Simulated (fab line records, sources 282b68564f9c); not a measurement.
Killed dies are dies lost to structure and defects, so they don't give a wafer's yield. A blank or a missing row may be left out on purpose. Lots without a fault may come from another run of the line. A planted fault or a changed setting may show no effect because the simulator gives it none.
A struck lot beside a sound one | flow rit_cmos | 15 steps out of a route of 202
Sound: wafers L884.2, L884.3, L884.4. Struck: wafers L888.1, L888.3, L888.5. The cause comes at the end.
At each step with rows: each side's tool, then ch and its chambers, then its first start. Under that, the readings that differ: sound wafers | struck wafers | difference of the means | sigmas: that difference in standard deviations of wafers without a fault.
alike: readings whose means differ by less than 2 such deviations, and words and numbers that are the same on both sides. not compared: withheld readings, readings that some wafer has no value for, bounds like >300 that may hide the same value, and numbers for which the record gives no deviation and whose values overlap.
The two part at a step that has a row with sigmas, a row that says differs or no value, or rows on one side only. Numbers that don't overlap but have no deviation are shown without sigmas and don't part them. A reading that every wafer of one side lacks parts them only if that side has two wafers or more.

first, 1 step without rows for these wafers: RIT_NSD_IMPLANT_08.
RIT_NSD_STRIP_09: strips in O2, time 180 s.
  sound on plasma_asher-02 ch 0,1, day 3 06:44; struck on plasma_asher-01 ch 0,1, day 4 08:54
  alike: chamber_pressure_mTorr, drypump_motor_current_A
  not compared: rf_hours_counter_h
RIT_NSD_TW_MEAS_10:
  sound on film_metro-04, day 3 06:55; struck on film_metro-03, day 4 09:05
  reading | sound          | struck         | difference | sigmas
  NSD_TW  | 3070 3064 3064 | 3113 3092 3109 | +39        | +2
then, 6 steps without rows for these wafers: RIT_PSD_HMDS_00 (prime time 60 s); RIT_PSD_COAT_01 (resist thk 1000 nm); RIT_PSD_SOFTBAKE_02 (time 60 s); RIT_PSD_EXPOSE_03 (exposes mask M10, target cd 40900 nm); RIT_PSD_PEB_04; RIT_PSD_DEVELOP_05 (develop time 50 s).
RIT_PSD_OVL_MEAS_06:
  sound on overlay-01, day 3 07:58; struck on overlay-01, day 4 10:07
  alike: PSD_OVL
then, 2 steps without rows for these wafers: RIT_PSD_HARDBAKE_07 (time 60 s); RIT_PSD_IMPLANT_08.
RIT_PSD_STRIP_09: strips in O2, time 180 s.
  sound on plasma_asher-02 ch 0,1, day 3 08:17; struck on plasma_asher-04 ch 0,1, day 4 10:27
  no value came back on the struck wafers for chamber_pressure_mTorr (mTorr), drypump_motor_current_A (A); on the sound wafers chamber_pressure_mTorr (mTorr) reads 4003 3999 4002
  reading                                  | sound | struck            | difference | sigmas
  model.NOVOLAK_of_PSD_COAT_01.thk_nm (nm) | 0 0 0 | 881.7 883.6 882.3 | +882.5     |
  not compared: rf_hours_counter_h
RIT_PSD_TW_MEAS_10:
  sound on film_metro-03, day 3 08:28; struck on film_metro-01, day 4 10:38
  reading | sound          | struck         | difference | sigmas
  PSD_TW  | 3392 3414 3397 | 3433 3448 3443 | +40        | +2
RIT_M1_PROBE_99:
  sound on prober-01, day 3 16:32; struck on prober-01, day 4 18:37
  reading             | sound | struck      | difference | sigmas
  killed_at_M0_to_M3  | 0 0 0 | 1 0 0       | +0         | +3
  killed_at_front_end | 3 8 5 | 263 264 264 | +258       | +92
  killed_dies         | 3 8 5 | 264 264 264 | +259       | +89
  killed_on_rim       | 1 2 0 | 70 70 70    | +69        | +49
  alike: killed_open, killed_short

WHERE THEY PART
First at RIT_NSD_TW_MEAS_10; last, within this record, at RIT_M1_PROBE_99.

WHY: what the simulator had put in
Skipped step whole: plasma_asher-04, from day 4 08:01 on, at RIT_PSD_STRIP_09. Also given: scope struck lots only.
